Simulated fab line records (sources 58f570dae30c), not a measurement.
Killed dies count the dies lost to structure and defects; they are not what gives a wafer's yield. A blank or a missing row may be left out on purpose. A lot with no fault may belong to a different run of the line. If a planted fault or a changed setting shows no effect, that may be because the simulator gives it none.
Struck lot and sound lot, side by side / flow berkeley-cmos170 / 17 steps out of a route of 331
Sound: wafers L170.2, L170.5, L170.6. Wafers struck: L173.1, L173.2, L173.5. The cause is given at the end.
Each step with rows lists, per side, the tool, then ch with its chambers, then its first start. Under that, the readings that differ: sound wafers / struck wafers / difference of the means / sigmas: that difference in standard deviations of wafers without a fault.
alike: same words and numbers on both sides, and readings whose means sit less than 2 such deviations apart. not compared: any withheld reading, any reading some wafer has no value for, any bound like >300 that may hide the same value, and any number with overlapping values for which the record gives no deviation.
Wherever a step has rows on one side only, a row that says differs or no value, or a row with sigmas, the two part there. When numbers do not overlap yet have no deviation, they are printed without sigmas and do not part them. Lack of a reading on every wafer of one side parts them only where that side has two or more wafers.

UCB170_PWELL_THK_MEAS_03:
  sound on film-metro-03, day 3 19:28; struck on film-metro-03, day 4 07:12
reading=PWELL_OXIDE_THK (nm); sound=27.4 27.2 27.1; struck=25.7 25.9 25.7; difference=-1.5; sigmas=-3
then, 2 steps without rows for these wafers: UCB170_PWELL_ANNEAL_04 (time 900 s); UCB170_PWELL_CVD_05 (deposits Si3N4 from SiH2Cl2/NH3, target thk 220 nm, time 3300 s).
UCB170_PWELL_THK_MEAS_06:
  sound on film-metro-04, day 4 04:58; struck on film-metro-02, day 4 12:37
  alike: PWELL_NITRIDE_THK
then, 6 steps without rows for these wafers: UCB170_PWELL_HMDS_07 (prime time 60 s); UCB170_PWELL_COAT_08 (resist thk 900 nm); UCB170_PWELL_SOFTBAKE_09 (time 57.06 s); UCB170_PWELL_EXPOSE_10 (exposes mask PWELL, target cd 3000 nm); UCB170_PWELL_PEB_11; UCB170_PWELL_DEVELOP_12 (develop time 45 s).
UCB170_PWELL_OVL_MEAS_13:
  sound on overlay-01, day 4 07:21; struck on overlay-02, day 4 13:59
  alike: PWELL_OVL
UCB170_PWELL_ETCH_14: etches Si3N4 in CH3F/Ar/O2, stops on SiO2, target depth 242 nm, time 151 s.
  sound on rie-diel-01 ch 0,1,3, day 4 07:23; struck on rie-diel-02 ch 2,3, day 4 14:02
  alike: drypump-motor-current-A, oes-product-au, throttle-valve-pct
  not compared: rf-hours-counter-h
UCB170_PWELL_IMPLANT_15:
  sound on implanter-03 ch 0, day 4 07:30; struck on implanter-03 ch 0, day 4 14:08
reading=implant-ion-amu; sound=11 11 11; struck=49 49 49; difference=+38; sigmas=
reading=model.implant.rp-nm (nm); sound=183.6 183.6 183.6; struck=45.08 45.08 45.08; difference=-138.52; sigmas=
reading=model.implant.drp-nm (nm); sound=64.7 64.7 64.7; struck=21.23 21.23 21.23; difference=-43.47; sigmas=
UCB170_PWELL_STRIP_16: strips in O2.
  sound on plasma-asher-03 ch 0,1, day 4 07:38; struck on plasma-asher-04 ch 0,1, day 4 14:17
  alike: drypump-motor-current-A, oes-product-au, strip-time-to-endpoint-s
  not compared: rf-hours-counter-h
UCB170_PWELL_TW_MEAS_17:
  sound on film-metro-04, day 4 07:44; struck on film-metro-02, day 4 14:23
reading=PWELL_TW; sound=381.6 378.9 379.6; struck=649.2 648.3 650.4; difference=+269.3; sigmas=+99 or more
then, 2 steps without rows for these wafers: UCB170_PWELL_CLEAN_18 (cleans in SPM, time 600 s); UCB170_M3_PROBE_99.

WHERE THEY PART
First at UCB170_PWELL_THK_MEAS_03; last, within this record, at UCB170_PWELL_TW_MEAS_17.

WHY: what the simulator had put in
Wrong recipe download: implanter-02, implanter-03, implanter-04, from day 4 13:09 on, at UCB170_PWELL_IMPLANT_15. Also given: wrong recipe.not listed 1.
